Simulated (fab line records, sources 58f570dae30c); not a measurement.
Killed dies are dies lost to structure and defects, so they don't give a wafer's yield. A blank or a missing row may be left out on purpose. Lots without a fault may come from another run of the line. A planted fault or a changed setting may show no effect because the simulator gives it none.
Split-lot experiment | flow berkeley_cmos170 | 5 lots, 23 wafers read, on a route of 331 steps

THE SPLIT
At UCB170_FIELD_OXIDATION_01 (target thk 558.3 nm, ox time 7200 s), the setting ox_time_s was moved away from the recipe's 7200 s on 20 of the 23 wafers read, by -7.6% to +14.9%. The other wafers ran this setting at the recipe's value.

FROM THE SPLIT TO THE READING: what the file shows between them, 5 steps
- UCB170_FIELD_THK_MEAS_02
- UCB170_FIELD_ANNEAL_03: time 1200 s
- UCB170_FIELD_WET_ETCH_04: etches SiO2 in dHF, time 60 s
- UCB170_FIELD_WET_ETCH_05: etches Si3N4 in H3PO4, time 12600 s
- UCB170_FIELD_WET_ETCH_06: etches SiO2 in BOE, time 22 s

THE READING
FIELD_OXIDE_LEFT_1_THK, in nm, at UCB170_FIELD_THK_MEAS_90. Fault-free wafers of this fab line usually give 442 nm, standard deviation 8.1 nm.

wafer  | tool, chamber at the split | ox_time_s as run, s | against the recipe | FIELD_OXIDE_LEFT_1_THK, nm | against lot-mates on the recipe
L074.1 | -, -                       | 7679                | +6.7%              | 476                        | no lot-mate on the recipe
L074.2 | -, -                       | 7679                | +6.7%              | 474                        | no lot-mate on the recipe
L074.3 | -, -                       | 7679                | +6.7%              | 476                        | no lot-mate on the recipe
L074.4 | -, -                       | 7679                | +6.7%              | 469                        | no lot-mate on the recipe
L074.6 | -, -                       | 7679                | +6.7%              | 474                        | no lot-mate on the recipe
L075.1 | -, -                       | 8270                | +14.9%             | 495                        | no lot-mate on the recipe
L075.2 | -, -                       | 8270                | +14.9%             | 495                        | no lot-mate on the recipe
L075.3 | -, -                       | 8270                | +14.9%             | 494                        | no lot-mate on the recipe
L075.5 | -, -                       | 8270                | +14.9%             | 488                        | no lot-mate on the recipe
L075.6 | -, -                       | 8270                | +14.9%             | 495                        | no lot-mate on the recipe
L076.1 | -, -                       | 6650                | -7.6%              | 408                        | no lot-mate on the recipe
L076.2 | -, -                       | 6650                | -7.6%              | 419                        | no lot-mate on the recipe
L076.3 | -, -                       | 6650                | -7.6%              | 421                        | no lot-mate on the recipe
L076.5 | -, -                       | 6650                | -7.6%              | 412                        | no lot-mate on the recipe
L076.6 | -, -                       | 6650                | -7.6%              | 408                        | no lot-mate on the recipe
L079.1 | -, -                       | 6766                | -6.0%              | 420                        | no lot-mate on the recipe
L079.2 | -, -                       | 6766                | -6.0%              | 411                        | no lot-mate on the recipe
L079.3 | -, -                       | 6766                | -6.0%              | 419                        | no lot-mate on the recipe
L079.5 | -, -                       | 6766                | -6.0%              | 412                        | no lot-mate on the recipe
L079.6 | -, -                       | 6766                | -6.0%              | 410                        | no lot-mate on the recipe
L084.2 | furnace-01, 0              | 7200                | recipe             | 435                        | -
L084.3 | furnace-01, 0              | 7200                | recipe             | 435                        | -
L084.5 | furnace-01, 0              | 7200                | recipe             | 430                        | -

THE FIT
A straight line over all 23 wafers: FIELD_OXIDE_LEFT_1_THK changes by +3.81 nm for each +1% of ox_time_s; r = +0.98; the points scatter about the line by 6.7 nm.
Too few moved wafers have a lot-mate on the recipe to fit a line with each lot's own level taken away.

THE WHOLE CHAIN: every reading that the file lists as answering this split, in the file's order
step                      | what it does                        | reading                                                                            | change (the file's fit)              | r (the file's)
UCB170_FIELD_OXIDATION_01 | target thk 558.3 nm, ox time 7200 s | SiO2_of_FIELD_OXIDATION_01.thk_nm (the simulator's own value, which no gauge read) | +3.86 nm for each +1% of the setting | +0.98
UCB170_FIELD_THK_MEAS_02  |                                     | FIELD_OXIDE_THK                                                                    | +3.84 for each +1% of the setting    | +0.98
UCB170_FIELD_WET_ETCH_04  | etches SiO2 in dHF, time 60 s       | SiO2_of_FIELD_OXIDATION_01.thk_nm (the simulator's own value, which no gauge read) | +3.84 nm for each +1% of the setting | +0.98
UCB170_FIELD_THK_MEAS_90  |                                     | FIELD_OXIDE_LEFT_1_THK                                                             | +3.82 for each +1% of the setting    | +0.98

THE FILE'S OWN FIT
FIELD_OXIDE_LEFT_1_THK changes by +3.82 nm for each +1% of ox_time_s, r = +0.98.
